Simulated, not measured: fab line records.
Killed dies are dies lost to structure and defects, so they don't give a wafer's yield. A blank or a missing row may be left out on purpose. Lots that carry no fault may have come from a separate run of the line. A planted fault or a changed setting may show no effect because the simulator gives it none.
Which tool was responsible? + flow rit_cmos + 7 lots, 21 wafers sampled, at 3 steps of a route of 202

## WHAT THE GAUGES SHOWED, per wafer
RIT_NLDD_TW_MEAS_10.
| lot  | measured    | on            | NLDD_TW        |
|------|-------------|---------------|----------------|
| L511 | day 3 10:10 | film_metro-04 | 2482 2478 2487 |
| L515 | day 4 04:24 | film_metro-04 | 2483 2476 2480 |
| L519 | day 5 00:40 | film_metro-03 | 2451 2461 2448 |
| L523 | day 5 21:58 | film_metro-01 | 2415 2437 2409 |
| L527 | day 6 18:02 | film_metro-04 | 2491 2492 2496 |
| L529 | day 7 02:09 | film_metro-04 | 2497 2484 2488 |
| L531 | day 7 12:28 | film_metro-03 | 2454 2451 2444 |

## EACH LOT AND THE TOOL THAT RAN IT (in order: tool; ch and the chambers of the sampled wafers; start)
| lot  | RIT_NRETRO_PEB_04                | RIT_NLDD_STRIP_09                   |
|------|----------------------------------|-------------------------------------|
| L511 | litho_track-01 ch 0, day 2 20:11 | plasma_asher-04 ch 0,1, day 3 09:59 |
| L515 | litho_track-02 ch 0, day 3 15:22 | plasma_asher-03 ch 0,1, day 4 04:14 |
| L519 | litho_track-03 ch 0, day 4 11:35 | plasma_asher-03 ch 0,1, day 5 00:29 |
| L523 | litho_track-02, day 5 09:11      | plasma_asher-03 ch 0,1, day 5 21:47 |
| L527 | litho_track-03 ch 0, day 6 05:08 | plasma_asher-04 ch 0,1, day 6 17:50 |
| L529 | litho_track-02 ch 0, day 6 13:35 | plasma_asher-03 ch 0,1, day 7 01:58 |
| L531 | litho_track-03 ch 0, day 6 23:29 | plasma_asher-04 ch 0,1, day 7 12:17 |
- RIT_NRETRO_PEB_04
- RIT_NLDD_STRIP_09: strips in O2, time 180 s.

## THE ANSWER, worked out from the rows above alone
Rule: the usual values come from the lots themselves. Put in order of their means at a reading, lots are off if they are a third of the lots or fewer, leave a main group of 4 or more, and stand apart from it by a gap of 3 or more times the standard deviation of the main group's means; of several such gaps the widest counts. If all means in a main group match to the digits the tables above print for the reading, that group is not used. A lot without any number at a reading at which 4 lots or more have one is off too. All remaining lots with rows at the step are treated as sound.
No lot is off on any of the readings shown, so nothing can be concluded from this.

## WHAT HAD BEEN PUT IN BY THE SIMULATOR
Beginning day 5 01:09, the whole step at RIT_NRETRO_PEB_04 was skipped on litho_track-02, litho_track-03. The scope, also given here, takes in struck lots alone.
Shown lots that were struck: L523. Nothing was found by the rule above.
